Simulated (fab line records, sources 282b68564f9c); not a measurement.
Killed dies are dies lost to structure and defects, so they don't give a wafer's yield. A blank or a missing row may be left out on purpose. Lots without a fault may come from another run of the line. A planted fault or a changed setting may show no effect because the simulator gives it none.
A struck lot beside a sound one | flow rit_cmos | 15 steps out of a route of 202
Sound: wafers L189.3, L189.5, L189.6. Struck: wafers L187.1, L187.3, L187.4. The cause comes at the end.
At each step with rows: each side's tool, then ch and its chambers, then its first start. Under that, the readings that differ: sound wafers | struck wafers | difference of the means | sigmas: that difference in standard deviations of wafers without a fault.
alike: readings whose means differ by less than 2 such deviations, and words and numbers that are the same on both sides. not compared: withheld readings, readings that some wafer has no value for, bounds like >300 that may hide the same value, and numbers for which the record gives no deviation and whose values overlap.
The two part at a step that has a row with sigmas, a row that says differs or no value, or rows on one side only. Numbers that don't overlap but have no deviation are shown without sigmas and don't part them. A reading that every wafer of one side lacks parts them only if that side has two wafers or more.

first, 6 steps without rows for these wafers: RIT_CONTACT_HMDS_02 (prime time 60 s); RIT_CONTACT_COAT_03 (resist thk 1000 nm); RIT_CONTACT_SOFTBAKE_04 (time 60 s); RIT_CONTACT_EXPOSE_05 (exposes mask M11, target cd 1000 nm); RIT_CONTACT_PEB_06; RIT_CONTACT_DEVELOP_07 (develop time 120 s).
RIT_CONTACT_CD_MEAS_08: target cd 1000 nm.
  sound on cd_sem-02, day 7 07:40; struck on cd_sem-01, day 6 21:37
  reading    | sound              | struck               | difference | sigmas
  cd_nm (nm) | 1001.3 997.4 998.0 | 1004.5 1003.2 1005.3 | +5.4       | +3
RIT_CONTACT_OVL_MEAS_09:
  sound on overlay-01, day 7 07:45; struck on overlay-01, day 6 21:44
  alike: CONTACT_OVL
then, 1 step without rows for these wafers: RIT_CONTACT_HARDBAKE_10 (time 60 s).
RIT_CONTACT_ETCH_11: etches SiO2 in CHF3/CF4/Ar, stops on TiSi2, target depth 480 nm, time 320 s.
  sound on rie_diel-01 ch 0,1,3, day 7 07:56; struck on rie_diel-01 ch 0,1,3, day 6 21:56
  alike: drypump_motor_current_A, oes_product_au, throttle_valve_pct
  not compared: rf_hours_counter_h
RIT_CONTACT_STRIP_12: strips in O2, time 180 s.
  sound on plasma_asher-03 ch 0,1, day 7 08:11; struck on plasma_asher-02 ch 0,1, day 6 22:07
  alike: drypump_motor_current_A
  not compared: rf_hours_counter_h
RIT_CONTACT_CD_MEAS_90: target cd 1000 nm.
  sound on cd_sem-01, day 7 08:20; struck on cd_sem-01, day 6 22:18
  reading    | sound              | struck               | difference | sigmas
  cd_nm (nm) | 1001.0 997.8 998.1 | 1004.7 1002.9 1005.6 | +5.4       | +3
RIT_CONTACT_CLEAN_13: cleans in SC1, time 600 s.
  sound on wet_bench-01 ch 3, day 7 08:25; struck on wet_bench-04 ch 3, day 6 22:25
  reading          | sound       | struck      | difference | sigmas
  run_length_s (s) | 626 626 626 | 595 595 595 | -31        | -10
then, 1 step without rows for these wafers: RIT_CONTACT_CLEAN_14 (cleans in SC2, time 600 s).
RIT_M1_PROBE_99:
  sound on prober-01, day 7 13:01; struck on prober-02, day 7 03:39
  alike: killed_at_contacts, killed_at_front_end, killed_dies, killed_open, killed_short

WHERE THEY PART
First at RIT_CONTACT_CD_MEAS_08; last, within this record, at RIT_CONTACT_CLEAN_13. Later steps at which nothing parts them and some readings are alike: RIT_M1_PROBE_99.

WHY: what the simulator had put in
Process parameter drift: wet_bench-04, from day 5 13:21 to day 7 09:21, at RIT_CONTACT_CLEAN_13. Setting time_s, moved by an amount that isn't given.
